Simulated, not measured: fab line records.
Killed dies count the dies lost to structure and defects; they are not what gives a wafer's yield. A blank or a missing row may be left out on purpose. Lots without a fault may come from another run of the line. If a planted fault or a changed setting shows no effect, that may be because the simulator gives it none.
Lot-split experiment	flow ritCmos	on a route of 202 steps: 5 lots, 23 wafers read

## THE SPLIT ITSELF
At RIT_SILICIDE_SPUTTER_01 (material Ti, target thk 30 nm, time 240 s), the setting timeS was moved away from the recipe's 240 s on 6 of the 23 wafers read, by -4.6% to +13.0%. All remaining wafers had this setting at the recipe value.

## SPLIT TO READING: what lies between them in the file, 1 step
- RIT_SILICIDE_RS_MEAS_02: measures by four-point-probe

## THE READING
SILICIDE_TI_THK, in nm, at RIT_SILICIDE_THK_MEAS_03 (measures by xrf). On this fab line, fault-free wafers typically give 30.0 nm with a standard deviation of 0.39 nm.

wafer	tool, chamber at the split	timeS as run, s	against the recipe	SILICIDE_TI_THK, nm	against lot-mates on the recipe
L074.2	pvdSputter-03, -	240	recipe	29.5	-
L074.3	pvdSputter-03, -	240	recipe	29.9	-
L074.4	pvdSputter-03, -	240	recipe	30.4	-
L074.5	pvdSputter-03, -	240	recipe	29.3	-
L074.6	pvdSputter-03, -	240	recipe	30.2	-
L076.1	pvdSputter-03, -	240	recipe	31.1	-
L076.4	pvdSputter-03, -	240	recipe	30.1	-
L076.5	pvdSputter-03, -	240	recipe	29.8	-
L079.1	pvdSputter-01, -	240	recipe	30.0	-
L079.2	pvdSputter-01, -	240	recipe	29.9	-
L079.3	pvdSputter-01, -	240	recipe	29.6	-
L079.5	pvdSputter-01, -	240	recipe	29.8	-
L079.6	pvdSputter-01, -	240	recipe	30.2	-
L080.2	pvdSputter-03, -	271.1	+13.0%	33.7	+3.2
L080.3	pvdSputter-03, -	240	recipe	30.4	-
L080.4	pvdSputter-03, -	240	recipe	30.7	-
L080.5	pvdSputter-03, -	271.1	+13.0%	33.2	+2.7
L080.6	pvdSputter-03, -	271.1	+13.0%	33.6	+3.1
L085.1	pvdSputter-01, -	228.9	-4.6%	29.1	-0.9
L085.2	pvdSputter-01, -	228.9	-4.6%	28.6	-1.4
L085.3	pvdSputter-01, -	228.9	-4.6%	29.1	-0.9
L085.4	pvdSputter-01, -	240	recipe	29.7	-
L085.6	pvdSputter-01, -	240	recipe	30.3	-

FIT RESULTS
A straight line over all 23 wafers: SILICIDE_TI_THK changes by +0.263 nm for each +1% of timeS; r = +0.96; the points scatter about the line by 0.41 nm.
The same after taking each lot's own level away (the mean of its wafers on the recipe; 23 wafers): +0.228 nm for each +1%; r = +0.96; scatter 0.35 nm.
That fit puts the effect of the largest move of timeS on the reading at 3 nm.
The span of the lots' own levels, 29.86 to 30.55 nm, comes to 1.8 times the standard deviation stated above.
So the lot-to-lot level changes the slope: the two fits differ.
Check: +2.87 nm against its lot-mates is what the line predicts for one of the wafers moved furthest among these (+13.0%) when that wafer is left out of the fit. Against them it came out at +3.15 nm.

## OTHER SPLITS APPLIED TO THESE WAFERS
Note: prior to the reading, these wafers also went through further splits. Each is held against what the fit with the lots' levels taken away leaves over:
other split on the same wafers	wafers away from the commonest value	r with SILICIDE_TI_THK (lot level and that fit taken away)
RIT_NSD_COAT_01 spinRpm	8	+0.04
RIT_PSD_COAT_01 spinRpm	6	+0.34
RIT_PSD_HARDBAKE_07 tempC	11	+0.10

## THE WHOLE CHAIN: every reading that the file lists as answering this split, in the file's order
step	what it does	reading	change (the file's fit)	r (the file's)
RIT_SILICIDE_SPUTTER_01	material Ti, target thk 30 nm, time 240 s	Ti_of_SILICIDE_SPUTTER_01.thkNm (the simulator's own value, which no gauge read)	+0.232 nm for each +1% of the setting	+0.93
RIT_SILICIDE_RS_MEAS_02	measures by four-point-probe	SILICIDE_TI_RS	-0.411 for each +1% of the setting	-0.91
RIT_SILICIDE_THK_MEAS_03	measures by xrf	SILICIDE_TI_THK	+0.228 for each +1% of the setting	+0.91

## FILE'S OWN FIT
SILICIDE_TI_THK changes by +0.228 nm for each +1% of timeS, r = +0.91.
